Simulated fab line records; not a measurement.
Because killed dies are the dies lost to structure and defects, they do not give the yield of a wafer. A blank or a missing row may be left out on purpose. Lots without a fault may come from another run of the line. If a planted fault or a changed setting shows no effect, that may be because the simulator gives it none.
Which tool was responsible?    flow rit_cmos    15 lots, 45 wafers sampled, at 6 steps of a route of 202

## WHAT THE GAUGES SHOWED, per wafer
RIT_ACTIVE_CD_MEAS_11: the cd target is 1400 nm. Usual: cd_nm 1399.9 nm, standard deviation 2.2.
lot   measured     on         cd_nm (nm)            flag
L563  day 1 19:50  cd_sem-01  1399.5 1396.6 1399.4  
L564  day 2 00:30  cd_sem-01  1406.7 1401.9 1401.2  
L565  day 2 05:50  cd_sem-02  1401.0 1399.1 1401.2  
L566  day 2 11:43  cd_sem-02  1399.5 1398.6 1398.7  
L567  day 2 16:20  cd_sem-02  1396.5 1395.5 1394.6  
L568  day 2 20:34  cd_sem-01  1401.0 1399.0 1400.1  
L569  day 3 02:40  cd_sem-01  1402.4 1403.8 1404.0  
L570  day 3 07:19  cd_sem-02  1401.0 1400.4 1399.6  
L571  day 3 12:14  cd_sem-02  1398.4 1399.2 1402.0  
L572  day 3 17:46  cd_sem-01  1396.1 1396.8 1398.6  
L573  day 3 21:50  cd_sem-01  1399.5 1400.1 1401.7  
L574  day 4 02:46  cd_sem-01  1400.8 1401.7 1399.6  
L581  day 5 19:49  cd_sem-02  1400.0 1400.9 1401.3  
L584  day 6 04:29  cd_sem-02  1400.6 1403.4 1399.9  
L585  day 6 10:39  cd_sem-01  1401.9 1401.7 1404.3  

RIT_NRETRO_OVL_MEAS_06. Usual: NRETRO_OVL typically reads 0.9 nm, with standard deviation 1.5.
lot   measured     on          NRETRO_OVL (nm)  flag
L563  day 2 10:31  overlay-02  1.8 1.8 2.3      
L564  day 2 16:22  overlay-01  -0.9 -0.9 -1.4   
L565  day 2 21:50  overlay-01  0.4 -1.1 1.8     
L566  day 3 04:05  overlay-01  2.3 1.0 0.4      
L567  day 3 10:07  overlay-01  3.7 3.8 2.9      
L568  day 3 14:34  overlay-02  -1.1 0.3 -0.3    
L569  day 3 18:05  overlay-01  2.2 1.8 2.1      
L570  day 3 23:17  overlay-02  -2.9 -0.8 -0.3   
L571  day 4 07:22  overlay-01  2.9 0.6 2.1      
L572  day 4 12:26  overlay-02  -0.4 -1.1 -0.4   
L573  day 4 12:46  overlay-01  1.3 1.5 1.5      
L574  day 4 19:01  overlay-01  0.6 0.0 1.2      
L581  day 6 13:51  overlay-02  -1.1 0.0 1.3     
L584  day 6 20:50  overlay-01  0.9 0.1 1.3      
L585  day 7 03:25  overlay-02  1.9 2.6 2.0      

RIT_NLDD_TW_MEAS_10. Usual: NLDD_TW typically reads 2480, with standard deviation 15.
lot   measured     on             NLDD_TW         flag
L563  day 2 23:31  film_metro-04  2487 2468 2483  
L564  day 3 06:51  film_metro-04  2477 2474 2482  
L565  day 3 13:45  film_metro-02  2483 2481 2485  
L566  day 3 16:17  film_metro-03  2500 2483 2485  
L567  day 4 01:52  film_metro-02  2485 2485 2486  
L568  day 4 04:47  film_metro-04  2456 2460 2451  
L569  day 4 07:13  film_metro-02  2475 2490 2493  
L570  day 4 14:58  film_metro-04  2458 2454 2463  
L571  day 4 21:03  film_metro-03  2499 2502 2492  
L572  day 5 02:16  film_metro-03  2673 2662 2659  OFF
L573  day 5 03:55  film_metro-03  2667 2654 2646  OFF
L574  day 5 11:32  film_metro-04  2651 2637 2646  OFF
L581  day 7 02:07  film_metro-02  2495 2481 2495  
L584  day 7 13:59  film_metro-04  2456 2468 2461  
L585  day 7 17:55  film_metro-03  2493 2498 2477  

RIT_NSD_OVL_MEAS_06. Usual: NSD_OVL typically reads 0.3 nm, with standard deviation 1.2.
lot   measured     on          NSD_OVL (nm)    flag
L563  day 3 04:27  overlay-02  0.6 1.2 1.7     
L564  day 3 12:03  overlay-02  1.7 3.9 1.2     
L565  day 3 18:35  overlay-02  2.5 1.5 0.7     
L566  day 3 21:23  overlay-01  -2.3 -1.7 -2.2  
L567  day 4 07:02  overlay-02  1.2 0.0 -0.2    
L568  day 4 09:53  overlay-02  -1.5 -1.8 -1.3  
L569  day 4 12:22  overlay-01  0.7 -0.1 0.7    
L570  day 4 19:56  overlay-02  -1.5 -1.7 -2.5  
L571  day 5 02:04  overlay-01  1.0 1.0 0.6     
L572  day 5 07:07  overlay-01  0.2 1.0 0.9     
L573  day 5 09:08  overlay-01  1.3 2.9 1.7     
L574  day 5 16:30  overlay-01  0.2 1.9 0.3     
L581  day 7 07:06  overlay-01  2.0 1.9 1.7     
L584  day 7 19:53  overlay-01  -0.3 -1.2 -0.2  
L585  day 7 23:40  overlay-01  -0.8 -0.2 -0.1  

RIT_SDANNEAL_RS_MEAS_07: the measuring method here is four-point-probe. Usual: NLDD_RS typically reads 151.7 ohm/sq, with standard deviation 0.61.
lot   measured     on             NLDD_RS (ohm/sq)   flag
L563  day 3 07:25  film_metro-03  151.7 152.3 152.4  
L564  day 3 14:59  film_metro-02  151.7 151.7 151.8  
L565  day 3 21:33  film_metro-04  151.2 151.0 151.4  
L566  day 4 00:20  film_metro-02  151.9 151.7 152.1  
L567  day 4 10:04  film_metro-04  151.7 151.8 151.6  
L568  day 4 12:44  film_metro-02  150.6 150.5 150.7  
L569  day 4 15:40  film_metro-04  151.2 151.3 151.4  
L570  day 4 23:00  film_metro-03  152.1 152.2 151.7  
L571  day 5 05:01  film_metro-02  150.1 150.7 150.4  
L572  day 5 09:53  film_metro-03  122.7 122.8 122.9  OFF
L573  day 5 12:20  film_metro-04  122.6 122.2 122.6  OFF
L574  day 5 19:25  film_metro-02  122.8 123.2 123.0  OFF
L581  day 7 09:53  film_metro-03  152.9 152.5 152.7  
L584  day 7 22:44  film_metro-02  151.4 151.5 150.9  
L585  day 8 02:28  film_metro-04  151.2 151.3 151.4  

## WHICH TOOL RAN EACH LOT (tool, then ch and the chambers of the sampled wafers, then the start)
lot   RIT_NLDD_IMPLANT_08
L563  implanter-02 ch 0, day 2 23:13
L564  implanter-04 ch 0, day 3 06:32
L565  implanter-04 ch 0, day 3 13:28
L566  implanter-04 ch 0, day 3 15:58
L567  implanter-04 ch 0, day 4 01:35
L568  implanter-03 ch 0, day 4 04:28
L569  implanter-04 ch 0, day 4 06:55
L570  implanter-04 ch 0, day 4 14:41
L571  implanter-03 ch 0, day 4 20:44
L572  implanter-04 ch 0, day 5 01:56
L573  implanter-04 ch 0, day 5 03:36
L574  implanter-04 ch 0, day 5 11:13
L581  implanter-03 ch 0, day 7 01:47
L584  implanter-03 ch 0, day 7 13:42
L585  implanter-03 ch 0, day 7 17:37
- RIT_NLDD_IMPLANT_08

## AS READ BY THE TOOLS THEMSELVES (means over the sampled wafers that have a number; for cases with no such wafer, the mark the record gives instead)
RIT_NLDD_IMPLANT_08. Usual: dose_ions_cm2 5e+14, standard deviation 5.5e+11; faraday_current_uA 1576, standard deviation 31.
lot   tool          dose_ions_cm2  faraday_current_uA  flag
L563  implanter-02  5e+14          1577                
L564  implanter-04  5e+14          1569                
L565  implanter-04  5e+14          1560                
L566  implanter-04  5e+14          1591                
L567  implanter-04  5e+14          1567                
L568  implanter-03  5e+14          1548                
L569  implanter-04  5e+14          1590                
L570  implanter-04  5e+14          1557                
L571  implanter-03  5e+14          1581                
L572  implanter-04  7e+14          2023                OFF
L573  implanter-04  6e+14          2024                OFF
L574  implanter-04  7e+14          2054                OFF
L581  implanter-03  5e+14          1565                
L584  implanter-03  5e+14          1582                
L585  implanter-03  5e+14          1590                

## THE ANSWER, worked out from the rows above alone
Rule: a lot counts as off when the mean over its wafers that have a number is more than 3 standard deviations away from the usual mean. A lot without any number at a reading at which 4 lots or more have one is off too. The other lots that the step has rows for count as sound. First the gauges in route order, then the tools' own readings, where a lot's mean is used as printed above. The first step at which some lot is off is used, and at that step the reading that is off furthest; a lot without a number counts as furthest.
Off: L572, L573, L574, seen at RIT_NLDD_TW_MEAS_10 (NLDD_TW).
If a tool, at a process step before that reading, ran all the lots that are off and no sound lot after the first of them, it fits. Not tried: the gauges at RIT_NLDD_TW_MEAS_10; whatever is off there is also off at RIT_NLDD_IMPLANT_08, on other tools, and gauge error can't account for it. One candidate fits, namely implanter-04 at RIT_NLDD_IMPLANT_08. A fault onset in the window from L570 (day 4 14:41, its last sound lot) to L572 (day 5 01:56, its first lot off) fits.
The tool's own readings at RIT_NLDD_IMPLANT_08 bear it out: on the lots that are off they differ by more than 5 times the standard deviation of the sound lots' means. dose_ions_cm2 reads 7e+14 there against 5e+14 on the sound lots; faraday_current_uA reads 2034 there against 1573 on the sound lots.

## WHAT WAS PUT IN BY THE SIMULATOR
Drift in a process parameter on implanter-04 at RIT_NLDD_IMPLANT_08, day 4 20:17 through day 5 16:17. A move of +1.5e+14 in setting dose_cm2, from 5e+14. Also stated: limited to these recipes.
Lots struck among those shown: L572, L573, L574. The rule given above showed the same thing.
